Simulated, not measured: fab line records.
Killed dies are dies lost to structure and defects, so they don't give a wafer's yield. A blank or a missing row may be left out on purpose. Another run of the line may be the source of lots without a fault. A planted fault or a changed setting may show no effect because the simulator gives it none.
Comparing a struck lot with a sound one -- flow berkeleyCmos170 -- 26 out of 331 route steps
Sound: these wafers, L457.1, L457.3, L457.6. Wafers L463.2, L463.3, L463.5 were the ones struck. The cause is given at the end.
Per side, at each step with rows, come the tool, then ch with its chambers, and then its first start. Under that, the readings that differ: sound wafers -- struck wafers -- difference of the means -- sigmas: that difference in standard deviations of wafers without a fault.
alike: a reading whose means differ by less than 2 such deviations, as well as words and numbers matching on both sides. not compared: withheld readings; readings where some wafer has no value; bounds like >300 that might hide an equal value; numbers whose values overlap and for which the record gives no deviation.
Wherever a step has rows on one side only, a row that says differs or no value, or a row with sigmas, the two part there. Numbers that don't overlap but have no deviation are shown without sigmas and don't part them. A reading that every wafer of one side lacks parts them only if that side has two wafers or more.

first, 3 steps without rows for these wafers: UCB170_M1_EXPOSE_06 (exposes mask METAL1, target cd 700 nm); UCB170_M1_PEB_07; UCB170_M1_DEVELOP_08 (develop time 45 s).
UCB170_M1_CD_MEAS_09: target cd 700 nm.
  sound: cdSem-01 at day 10 14:56; struck: cdSem-01 at day 11 15:32
  alike: cdNm
UCB170_M1_OVL_MEAS_10:
  sound: overlay-01 at day 10 15:04; struck: overlay-01 at day 11 15:38
  alike: M1_OVL
UCB170_M1_ETCH_11: etches BARC in N2/H2.
  sound on rieDiel-01 ch 0,2, day 10 15:06; struck on rieDiel-02 ch 2,3, day 11 15:40
  alike: drypumpMotorCurrentA, oesProductAu, rfFwdPowerW, throttleValvePct
UCB170_M1_METAL_ETCH_12: etches Al in Cl2/BCl3, stops on PSG, target depth 780 nm, time 130 s.
  sound on rieMetal-02 ch 0,1, day 10 15:08; struck on rieMetal-02 ch 0,1, day 11 15:43
  alike: drypumpMotorCurrentA, oesProductAu, rfFwdPowerW, throttleValvePct
  not compared: rfHoursCounterH
UCB170_M1_STRIP_13: strips in O2.
  sound on plasmaAsher-02 ch 0,1, day 10 15:16; struck on plasmaAsher-03 ch 0, day 11 15:50
  alike: drypumpMotorCurrentA, oesProductAu
  not compared: rfHoursCounterH
UCB170_M1_CD_MEAS_90: target cd 700 nm.
  sound: cdSem-01 at day 10 15:22; struck: cdSem-01 at day 11 15:58
  alike: cdNm
then, 1 step without rows for these wafers: UCB170_M1_ANNEAL_14 (time 1200 s).
UCB170_V1_CVD_00: deposits SiO2 from TEOS/O2, target thk 2000 nm, time 250 s.
  sound on pecvd-02 ch 0,1, day 10 16:50; struck on pecvd-04 ch 0,1,2, day 11 17:24
  alike: heaterPowerW, rfFwdPowerW
UCB170_V1_THK_MEAS_01:
  sound: filmMetro-01 at day 10 16:59; struck: filmMetro-03 at day 11 17:34
  alike: V1_TEOS_THK
UCB170_V1_CMP_02: polishes SiO2.
  sound on cmp-01 ch 0,1,3, day 10 17:08; struck on cmp-01 ch 0,2, day 11 17:37
reading,sound,struck,difference,sigmas
model.SiO2_of_V1_CVD_00.thkNm (nm),999.8 998.6 999.9,1252 1253 1251,+253,
  alike: headPressurePsi, motorCurrentA, slurryFlowMlMin
UCB170_V1_BOW_MEAS_03:
  sound: filmMetro-04 at day 10 17:20; struck: filmMetro-01 at day 11 17:56
  alike: V1_BOW
UCB170_V1_THK_MEAS_04:
  sound: filmMetro-04 at day 10 17:28; struck: filmMetro-01 at day 11 18:02
reading,sound,struck,difference,sigmas
V1_POLISHED_THK (nm),999.6 998.2 1000.0,1252.0 1253.6 1250.0,+252.6,+99 or more
then, 7 steps without rows for these wafers: UCB170_V1_CLEAN_05 (cleans in DIW); UCB170_V1_HMDS_06 (prime time 60 s); UCB170_V1_COAT_07 (resist thk 900 nm); UCB170_V1_SOFTBAKE_08 (time 60 s); UCB170_V1_EXPOSE_09 (exposes mask VIA1, target cd 700 nm); UCB170_V1_PEB_10; UCB170_V1_DEVELOP_11 (develop time 45 s).
UCB170_V1_CD_MEAS_12: target cd 700 nm.
  sound: cdSem-02 at day 10 21:20; struck: cdSem-02 at day 11 20:29
  alike: cdNm
UCB170_V1_OVL_MEAS_13:
  sound: overlay-01 at day 10 21:27; struck: overlay-02 at day 11 20:36
  alike: V1_OVL
UCB170_V1_ETCH_14: etches SiO2 in CHF3/CF4/Ar, stops on Al, target depth 1250 nm, time 291 s.
  sound on rieDiel-03 ch 2,3, day 10 21:29; struck on rieDiel-03 ch 0,2,3, day 11 20:38
reading,sound,struck,difference,sigmas
oesProductAu (a.u.),0.870 0.871 0.867,1.005 0.988 0.985,+0.123,+13
model.etch.depthNm (nm),999.8 998.6 999.9,1252 1253 1251,+253,
model.V1.featureDepthNm (nm),999.8 998.9 1000,1252 1253 1251,+252,
  alike: drypumpMotorCurrentA, rfFwdPowerW, throttleValvePct
  not compared: rfHoursCounterH
UCB170_V1_STRIP_15: strips in O2.
  sound on plasmaAsher-03 ch 0, day 10 21:40; struck on plasmaAsher-03 ch 0,1, day 11 20:48
  alike: drypumpMotorCurrentA, oesProductAu, stripTimeToEndpointS
  not compared: rfHoursCounterH

WHERE THEY PART
Last at UCB170_V1_ETCH_14 as far as this record goes, first at UCB170_V1_THK_MEAS_04. Later steps at which nothing parts them and some readings are alike: UCB170_V1_STRIP_15.

WHY: the cause the simulator had injected
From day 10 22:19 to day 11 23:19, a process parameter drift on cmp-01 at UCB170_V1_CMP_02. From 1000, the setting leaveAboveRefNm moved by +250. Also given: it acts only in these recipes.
